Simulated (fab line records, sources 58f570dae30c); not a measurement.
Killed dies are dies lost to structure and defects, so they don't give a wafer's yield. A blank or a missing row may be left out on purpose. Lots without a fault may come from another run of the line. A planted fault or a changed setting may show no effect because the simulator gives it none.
Chamber matching | flow berkeley_cmos170 | UCB170_V2_CMP_02 on cmp-02: 4 sister chambers
The step polishes SiO2. 8 wafers are shown with their chamber, then 8 later ones without.

WAFERS WITH THEIR CHAMBER
wafer  | chamber | motor_current_A (A)
L436.3 | 1       | 16.9
L437.1 | 0       | 13.6
L442.6 | 0       | 14.1
L443.6 | 2       | 17.3
L448.2 | 3       | 13.2
L448.4 | 2       | 16.9
L448.5 | 3       | 12.8
L450.1 | 1       | 16.2

WAFERS WITHOUT THEIR CHAMBER
wafer  | motor_current_A (A)
L450.3 | 12.9
L450.5 | 16.6
L455.3 | 18.0
L455.5 | 16.6
L455.6 | 14.3
L457.1 | 13.1
L457.4 | 13.6
L457.6 | 13.4

WHICH CHAMBER EACH WENT THROUGH
wafer  | from the rows above     | in truth
L450.3 | 3                       | 3
L450.5 | can't be placed: 1 or 2 | 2
L455.3 | can't be placed: 2 or 1 | 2
L455.5 | can't be placed: 1 or 2 | 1
L455.6 | 0                       | 0
L457.1 | can't be placed: 3 or 0 | 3
L457.4 | can't be placed: 0 or 3 | 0
L457.6 | can't be placed: 3 or 0 | 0
Placed correctly: 2 of 8. Can't be placed from these rows: 6 (the true chamber is among the candidates in 6). Placed wrongly: 0.
How it was worked out, from the rows above alone: a wafer's distance from a chamber is the root of the sum, over the readings, of the square of ((its reading less the chamber's mean) divided by the reading's scatter). The wafer belongs to the nearest chamber; if the next one is less than 2 further off, it can't be placed. A chamber's mean is the mean of its shown wafers. The scatter: the root of (the sum of the squares of (reading less its chamber's mean) over the shown wafers, divided by (wafers less chambers)).
